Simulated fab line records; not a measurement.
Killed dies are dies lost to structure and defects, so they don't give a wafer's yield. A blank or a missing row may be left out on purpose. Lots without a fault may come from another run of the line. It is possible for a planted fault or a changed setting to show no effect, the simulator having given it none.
Matching of chambers || flow berkeley-cmos170 || 4 sister chambers for UCB170_V1_ETCH_14 on rie-diel-01
The step etches SiO2 in CHF3/CF4/Ar, stops on Al, target depth 1250 nm, time 291 s. 14 wafers are shown with their chamber, then 7 later ones without.

WAFERS PAIRED WITH THEIR CHAMBERS
{"wafer": "L514.2", "chamber": 0, "drypump-motor-current-A (A)": 6.6, "throttle-valve-pct (%)": 6.93, "oes-product-au (a.u.)": 0.874}
{"wafer": "L514.4", "chamber": 2, "drypump-motor-current-A (A)": 5.7, "throttle-valve-pct (%)": 6.95, "oes-product-au (a.u.)": 0.851}
{"wafer": "L514.6", "chamber": 1, "drypump-motor-current-A (A)": 6.1, "throttle-valve-pct (%)": 6.82, "oes-product-au (a.u.)": 0.871}
{"wafer": "L517.1", "chamber": 0, "drypump-motor-current-A (A)": 6.6, "throttle-valve-pct (%)": 6.94, "oes-product-au (a.u.)": 0.874}
{"wafer": "L517.2", "chamber": 1, "drypump-motor-current-A (A)": 6.1, "throttle-valve-pct (%)": 6.81, "oes-product-au (a.u.)": 0.876}
{"wafer": "L517.5", "chamber": 1, "drypump-motor-current-A (A)": 6.1, "throttle-valve-pct (%)": 6.81, "oes-product-au (a.u.)": 0.871}
{"wafer": "L522.1", "chamber": 3, "drypump-motor-current-A (A)": 4.9, "throttle-valve-pct (%)": 6.90, "oes-product-au (a.u.)": 0.870}
{"wafer": "L522.4", "chamber": 1, "drypump-motor-current-A (A)": 6.2, "throttle-valve-pct (%)": 6.82, "oes-product-au (a.u.)": 0.869}
{"wafer": "L522.6", "chamber": 2, "drypump-motor-current-A (A)": 5.7, "throttle-valve-pct (%)": 6.95, "oes-product-au (a.u.)": 0.843}
{"wafer": "L530.1", "chamber": 0, "drypump-motor-current-A (A)": 6.6, "throttle-valve-pct (%)": 6.94, "oes-product-au (a.u.)": 0.878}
{"wafer": "L530.3", "chamber": 3, "drypump-motor-current-A (A)": 4.9, "throttle-valve-pct (%)": 6.92, "oes-product-au (a.u.)": 0.876}
{"wafer": "L530.6", "chamber": 0, "drypump-motor-current-A (A)": 6.5, "throttle-valve-pct (%)": 6.92, "oes-product-au (a.u.)": 0.888}
{"wafer": "L534.2", "chamber": 1, "drypump-motor-current-A (A)": 6.1, "throttle-valve-pct (%)": 6.81, "oes-product-au (a.u.)": 0.874}
{"wafer": "L534.4", "chamber": 2, "drypump-motor-current-A (A)": 5.7, "throttle-valve-pct (%)": 6.96, "oes-product-au (a.u.)": 0.858}

SIGNATURES (means of the wafers above)
{"reading": "drypump-motor-current-A", "chamber 0": 6.575, "chamber 1": 6.120, "chamber 2": 5.700, "chamber 3": 4.900, "scatter within a chamber": 0.0394}
{"reading": "throttle-valve-pct", "chamber 0": 6.9325, "chamber 1": 6.8140, "chamber 2": 6.9533, "chamber 3": 6.9100, "scatter within a chamber": 0.00813}
{"reading": "oes-product-au", "chamber 0": 0.87850, "chamber 1": 0.87220, "chamber 2": 0.85067, "chamber 3": 0.87300, "scatter within a chamber": 0.00541}
Rule: for a wafer and a chamber, the distance is found by dividing, reading by reading, the gap between the wafer's reading and the chamber's mean by the reading's scatter, squaring, summing and taking the root. If the next closest chamber is less than 2 further off than the closest, the wafer can't be placed; otherwise it belongs to the closest. The scatter: the root of (the sum of the squares of (reading less its chamber's mean) over the shown wafers, divided by (wafers less chambers)).

WAFERS WITHOUT THEIR CHAMBER
{"wafer": "L534.6", "drypump-motor-current-A (A)": 4.9, "throttle-valve-pct (%)": 6.92, "oes-product-au (a.u.)": 0.874}
{"wafer": "L535.2", "drypump-motor-current-A (A)": 4.9, "throttle-valve-pct (%)": 6.91, "oes-product-au (a.u.)": 0.870}
{"wafer": "L535.3", "drypump-motor-current-A (A)": 6.6, "throttle-valve-pct (%)": 6.94, "oes-product-au (a.u.)": 0.881}
{"wafer": "L535.4", "drypump-motor-current-A (A)": 6.1, "throttle-valve-pct (%)": 6.81, "oes-product-au (a.u.)": 0.879}
{"wafer": "L537.1", "drypump-motor-current-A (A)": 6.1, "throttle-valve-pct (%)": 6.81, "oes-product-au (a.u.)": 0.874}
{"wafer": "L537.2", "drypump-motor-current-A (A)": 5.7, "throttle-valve-pct (%)": 6.93, "oes-product-au (a.u.)": 0.857}
{"wafer": "L537.5", "drypump-motor-current-A (A)": 6.6, "throttle-valve-pct (%)": 6.93, "oes-product-au (a.u.)": 0.880}

WHICH CHAMBER EACH ONE RAN IN
{"wafer": "L534.6", "from the rows above": 3, "in truth": 3}
{"wafer": "L535.2", "from the rows above": 3, "in truth": 3}
{"wafer": "L535.3", "from the rows above": 0, "in truth": 0}
{"wafer": "L535.4", "from the rows above": 1, "in truth": 1}
{"wafer": "L537.1", "from the rows above": 1, "in truth": 1}
{"wafer": "L537.2", "from the rows above": 2, "in truth": 2}
{"wafer": "L537.5", "from the rows above": 0, "in truth": 0}
7 of 7 placed correctly. Number that these rows cannot place: 0. Wrongly placed: 0.
